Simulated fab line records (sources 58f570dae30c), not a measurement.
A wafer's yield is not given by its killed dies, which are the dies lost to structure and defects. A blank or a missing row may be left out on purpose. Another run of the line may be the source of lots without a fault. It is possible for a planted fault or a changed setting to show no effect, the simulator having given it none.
8D (eight disciplines) problem report, filled in by code + flow berkeley-cmos170 + the parts of the form that need people (team, actions taken, sign-off) are left out

1. THE ISSUE
Mean of spin-speed-rpm at UCB170_M3_COAT_10: 1446.2 rpm across 6 wafers in 2 lots; on wafers with no fault it is 1500.1 rpm (standard deviation 0.96). That puts it -56 standard deviations away from the usual mean.
The step: resist thk 900 nm.
Seen first at day 9 12:00 on litho-track-02, wafer L136.2. The record has a number at this step for 42 wafers belonging to 14 lots. By rule, "out" or "out of limits" means more than 4 standard deviations away from the usual mean. Any other wafer with a number is counted as sound.

2. WHAT IT IS AND WHAT IT IS NOT
| question                    | is                     | is not                                                                                             |
|-----------------------------|------------------------|----------------------------------------------------------------------------------------------------|
| which readings at this step | spin-speed-rpm         | dispense-pressure-kPa                                                                              |
| which lots                  | L136, L139             | L127, L128, L129, L131, L135, L137, L142, L143, L144, L145, L146, L147                             |
| which wafers of those lots  | all that have a number | -                                                                                                  |
| read on which tools         | litho-track-02         | litho-track-03, litho-track-04                                                                     |
| when                        | from day 9 12:00       | up to then (18 sound wafers); but 18 sound wafers of L142, L143, L144, L145, L146, L147 came after |

3. THE SUSPECTS, EACH WITH WHAT RULES IT OUT
Counting: a tool stays on the suspect list if, at a process step up to the reading, it processed all lots that are out and no sound lot following the first of them.
- pvd-sputter-02 at UCB170_M3_SPUTTER_01 (material Al, target thk 900 nm, time 120 s): ruled out as a lasting fault. Following L136 (day 9 11:39), the first lot on it that is out, the sound lots L143, L147 were run on it.
- litho-track-02 at UCB170_M3_COAT_10 (resist thk 900 nm): kept. It ran every lot that is out, first L136 (day 9 12:00), and no sound lot after that; its last sound lot up to then is L131 (day 8 05:00). Out on those wafers are its own readings of spin-speed-rpm.
Left after counting: litho-track-02 at UCB170_M3_COAT_10.

4. THE CAUSE (what the simulator had put in)
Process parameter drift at UCB170_M3_COAT_10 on litho-track-02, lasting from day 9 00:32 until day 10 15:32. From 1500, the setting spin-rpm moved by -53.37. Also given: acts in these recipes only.
The count eliminated every tool but this one.

5. THE CHAIN OF EFFECTS, in route order
One row per reading whose mean, taken over the struck wafers that have a number, lies over 3 standard deviations from the usual. Only readings whose record carries a usual standard deviation are examined. hours: median over the lots of the time between each lot's start at the first step of this table that gives one and its start at this step. sigmas: the change, counted in usual standard deviations.
| hours | step              | reading        | usual      | on struck wafers | change | sigmas |
|-------|-------------------|----------------|------------|------------------|--------|--------|
| 0     | UCB170_M3_COAT_10 | spin-speed-rpm | 1500.1 rpm | 1446.2           | -53.8  | -56    |
Process steps it contains:
- UCB170_M3_COAT_10: resist thk 900 nm.
Later steps that measure or inspect, where all struck wafers having a row at the step show a number for every such reading and not one has moved that far: UCB170_M3_BOW_MEAS_20.

6. WHAT WOULD HAVE CAUGHT IT SOONER
In this record the first reading out of limits was taken at day 9 12:00, 11 hours after the fault began at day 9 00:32.
